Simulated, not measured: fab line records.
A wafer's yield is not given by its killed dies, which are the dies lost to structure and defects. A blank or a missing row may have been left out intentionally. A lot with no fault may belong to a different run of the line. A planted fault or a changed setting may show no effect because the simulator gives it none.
Split-lot trial | flow rit cmos | on a route of 202 steps: 5 lots, 23 wafers read

## ABOUT THE SPLIT
At RIT_PWELL_IMPLANT_08, the setting energy kev was moved away from the recipe's 170 on 5 of the 23 wafers read, by +1.6% to +3.6%. This setting was run at the recipe's value on the other wafers.

The split's own step is where the reading is taken.

## THE READING
In nm, at RIT_PWELL_IMPLANT_08: implant.drp nm, which is the simulator's own figure and was read by no gauge. The file gives no usual value for it.

wafer  | tool, chamber at the split | energy kev as run | against the recipe | implant.drp nm, nm | against lot-mates on the recipe
L074.1 | implanter-03, 0            | 170               | recipe             | 102.9              | -
L074.2 | implanter-03, 0            | 170               | recipe             | 102.9              | -
L074.4 | implanter-03, 0            | 170               | recipe             | 102.9              | -
L074.5 | implanter-03, 0            | 170               | recipe             | 102.9              | -
L074.6 | implanter-03, 0            | 170               | recipe             | 102.9              | -
L076.2 | implanter-03, 0            | 172.7             | +1.6%              | 103.3              | +0.4
L076.4 | implanter-03, 0            | 172.7             | +1.6%              | 103.3              | +0.4
L076.3 | implanter-03, 0            | 170               | recipe             | 102.9              | -
L076.5 | implanter-03, 0            | 170               | recipe             | 102.9              | -
L076.6 | implanter-03, 0            | 170               | recipe             | 102.9              | -
L077.1 | implanter-02, 0            | 176.2             | +3.6%              | 103.9              | +1.0
L077.3 | implanter-02, 0            | 176.2             | +3.6%              | 103.9              | +1.0
L077.6 | implanter-02, 0            | 176.2             | +3.6%              | 103.9              | +1.0
L077.2 | implanter-02, 0            | 170               | recipe             | 102.9              | -
L077.4 | implanter-02, 0            | 170               | recipe             | 102.9              | -
L082.2 | implanter-02, 0            | 170               | recipe             | 102.9              | -
L082.3 | implanter-02, 0            | 170               | recipe             | 102.9              | -
L082.4 | implanter-02, 0            | 170               | recipe             | 102.9              | -
L082.5 | implanter-02, 0            | 170               | recipe             | 102.9              | -
L082.6 | implanter-02, 0            | 170               | recipe             | 102.9              | -
L085.3 | implanter-03, 0            | 170               | recipe             | 102.9              | -
L085.4 | implanter-03, 0            | 170               | recipe             | 102.9              | -
L085.5 | implanter-03, 0            | 170               | recipe             | 102.9              | -

THE FIT
A straight line over all 23 wafers: implant.drp nm changes by +0.272 nm for each +1% of energy kev; r = +1.00; the points scatter about the line by 0.01 nm.
The same after taking each lot's own level away (the mean of its wafers on the recipe; 23 wafers): +0.272 nm for each +1%; r = +1.00; scatter 0.01 nm.
According to that fit, moving energy kev by its largest amount changes the reading by 0.99 nm.
The lots' own levels span 102.90 to 102.90 nm.
The two slopes are in agreement: the lot-to-lot level therefore moves the slope only a little.
Check: for one of the wafers moved furthest among these (+3.6%), held out of the fit, the line's prediction against its lot-mates is +0.987 nm. Against them it came out at +1 nm.

## ADDITIONAL SPLITS CARRIED BY THESE WAFERS
Note: prior to the reading, these wafers also went through further splits. Each is held against what the fit with the lots' levels taken away leaves over:
other split on the same wafers  | wafers away from the commonest value | r with implant.drp nm (lot level and that fit taken away)
RIT_ACTIVE_OXIDATION_01 temp c  | 15                                   | -0.49
RIT_ACTIVE_COAT_06 spin rpm     | 8                                    | -0.22
RIT_ACTIVE_ETCH_13 rf w         | 7                                    | -0.01
RIT_PWELL_COAT_01 resist thk nm | 6                                    | -0.15

## FILE'S OWN FIT
implant.drp nm changes by +0.271 nm for each +1% of energy kev, r = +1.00.
